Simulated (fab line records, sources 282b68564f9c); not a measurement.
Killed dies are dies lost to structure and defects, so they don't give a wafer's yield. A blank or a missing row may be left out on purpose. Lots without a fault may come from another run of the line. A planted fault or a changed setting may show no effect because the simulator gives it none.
Which tool did it? | flow rit_cmos | 14 lots, 42 wafers sampled, at 4 steps of a route of 202

WHAT THE GAUGES READ, wafer by wafer
RIT_ACTIVE_THK_MEAS_04.
lot  | measured    | on            | ACTIVE_NITRIDE_THK (nm)
L579 | day 1 13:32 | film_metro-01 | 151.9 151.6 150.5
L580 | day 1 19:56 | film_metro-01 | 152.9 154.0 152.4
L581 | day 2 02:24 | film_metro-01 | 149.6 147.8 148.8
L582 | day 2 05:37 | film_metro-03 | 148.4 149.1 149.1
L583 | day 2 11:10 | film_metro-02 | 151.5 151.5 151.4
L584 | day 2 15:16 | film_metro-01 | 149.2 150.5 149.3
L585 | day 2 19:32 | film_metro-03 | 150.2 150.1 150.3
L586 | day 3 00:32 | film_metro-03 | 149.9 149.5 150.6
L590 | day 3 20:32 | film_metro-01 | 149.5 150.0 149.6
L591 | day 4 01:32 | film_metro-01 | 150.1 149.8 150.2
L599 | day 5 17:32 | film_metro-03 | 150.6 150.9 150.8
L600 | day 5 22:32 | film_metro-02 | 150.6 152.0 152.1
L601 | day 6 03:32 | film_metro-02 | 147.7 148.9 149.0
L602 | day 6 08:32 | film_metro-02 | 150.5 148.9 150.5

RIT_REOX_THK_MEAS_04.
lot  | measured    | on            | REOX_OXIDE_THK (nm)
L579 | day 3 01:37 | film_metro-04 | 25.8 25.6 25.9
L580 | day 3 02:46 | film_metro-03 | 25.8 25.8 25.8
L581 | day 3 07:35 | film_metro-02 | 24.9 24.9 25.0
L582 | day 3 09:26 | film_metro-02 | 25.2 25.3 25.3
L583 | day 3 13:20 | film_metro-03 | 24.6 24.9 24.7
L584 | day 3 19:21 | film_metro-02 | 25.3 25.0 25.3
L585 | day 3 23:15 | film_metro-03 | 25.2 24.8 25.2
L586 | day 4 02:52 | film_metro-04 | 25.0 24.9 25.3
L599 | day 6 19:47 | film_metro-04 | 25.4 25.7 25.4
L600 | day 7 01:52 | film_metro-03 | 24.9 24.7 24.8
L601 | day 7 06:05 | film_metro-02 | 24.7 24.6 25.2
L602 | day 7 11:37 | film_metro-02 | 25.9 26.0 26.2

WHICH TOOL RAN EACH LOT (tool, then ch and the chambers of the sampled wafers, then the start)
lot  | RIT_ACTIVE_EXPOSE_08               | RIT_NRETRO_STRIP_09
L579 | iline_stepper-01 ch 0, day 1 14:13 | plasma_asher-01 ch 0,1, day 2 14:21
L580 | iline_stepper-01 ch 0, day 1 20:27 | plasma_asher-04 ch 0,1, day 2 16:37
L581 | iline_stepper-01 ch 0, day 2 02:55 | plasma_asher-04 ch 0,1, day 2 19:26
L582 | iline_stepper-01 ch 0, day 2 06:07 | plasma_asher-02 ch 0,1, day 2 22:08
L583 | iline_stepper-01 ch 0, day 2 11:42 | plasma_asher-01 ch 0,1, day 3 03:09
L584 | iline_stepper-02 ch 0, day 2 16:02 | plasma_asher-01 ch 0,1, day 3 08:18
L585 | iline_stepper-02 ch 0, day 2 20:04 | plasma_asher-01 ch 0,1, day 3 13:26
L586 | iline_stepper-02 ch 0, day 3 01:02 | plasma_asher-04 ch 0,1, day 3 16:10
L590 | iline_stepper-02, day 3 21:11      | -
L591 | iline_stepper-02, day 4 02:02      | -
L599 | iline_stepper-02 ch 0, day 5 18:10 | plasma_asher-02 ch 0,1, day 6 09:37
L600 | iline_stepper-02 ch 0, day 5 23:02 | plasma_asher-04 ch 0,1, day 6 14:50
L601 | iline_stepper-02 ch 0, day 6 04:02 | plasma_asher-04 ch 0,1, day 6 19:55
L602 | iline_stepper-02 ch 0, day 6 09:02 | plasma_asher-04 ch 0,1, day 7 00:52
- RIT_ACTIVE_EXPOSE_08: exposes mask M1, target cd 1400 nm.
- RIT_NRETRO_STRIP_09: strips in O2, time 180 s.

WHAT THE TOOLS THEMSELVES READ (means of the sampled wafers that have a number; where no wafer has one, the mark that the record gives instead)
RIT_ACTIVE_EXPOSE_08.
lot  | tool             | exposure_dose_mJ_cm2 | focus_offset_nm (nm)
L579 | iline_stepper-01 | 225.29               | 0.8
L580 | iline_stepper-01 | 224.97               | 0.9
L581 | iline_stepper-01 | 224.89               | -0.1
L582 | iline_stepper-01 | 225.14               | -1.0
L583 | iline_stepper-01 | 225.58               | 0.2
L584 | iline_stepper-02 | 224.86               | -0.0
L585 | iline_stepper-02 | 225.01               | 0.1
L586 | iline_stepper-02 | 225.13               | 0.2
L590 | iline_stepper-02 | -                    | -
L591 | iline_stepper-02 | -                    | -
L599 | iline_stepper-02 | 224.88               | 0.4
L600 | iline_stepper-02 | 225.04               | 0.5
L601 | iline_stepper-02 | 224.80               | 0.4
L602 | iline_stepper-02 | 224.81               | -0.5

RIT_NRETRO_STRIP_09.
lot  | tool            | drypump_motor_current_A (A)
L579 | plasma_asher-01 | 5.5
L580 | plasma_asher-04 | 6.3
L581 | plasma_asher-04 | 6.4
L582 | plasma_asher-02 | 6.3
L583 | plasma_asher-01 | 5.5
L584 | plasma_asher-01 | 5.4
L585 | plasma_asher-01 | 5.5
L586 | plasma_asher-04 | 6.4
L599 | plasma_asher-02 | 6.3
L600 | plasma_asher-04 | 6.5
L601 | plasma_asher-04 | 6.4
L602 | plasma_asher-04 | 6.4

THE ANSWER, worked out from the rows above alone
Rule: what is usual is taken from the lots themselves. Put in order of their means at a reading, lots are off if they are a third of the lots or fewer, leave a main group of 4 or more, and stand apart from it by a gap of 3 or more times the standard deviation of the main group's means; of several such gaps the widest counts. A main group whose means are all the same, to the digits that the tables above print for the reading, isn't used. A lot without any number at a reading at which 4 lots or more have one is off too. The other lots that the step has rows for count as sound. The gauges are gone through in route order, then the tools' own readings, and for those a lot's mean is taken as printed above. The first step at which some lot is off is used, and at that step the reading that is off furthest; a lot without a number counts as furthest.
Off: L590, L591, at RIT_ACTIVE_EXPOSE_08 (exposure_dose_mJ_cm2). Without a number there: L590, L591. The main group: mean 225.03, standard deviation 0.22.
A tool fits if, at that step or a process step before it, it ran every lot that is off, and no sound lot after the first of them. None of those tried fits.

WHAT THE SIMULATOR HAD PUT IN
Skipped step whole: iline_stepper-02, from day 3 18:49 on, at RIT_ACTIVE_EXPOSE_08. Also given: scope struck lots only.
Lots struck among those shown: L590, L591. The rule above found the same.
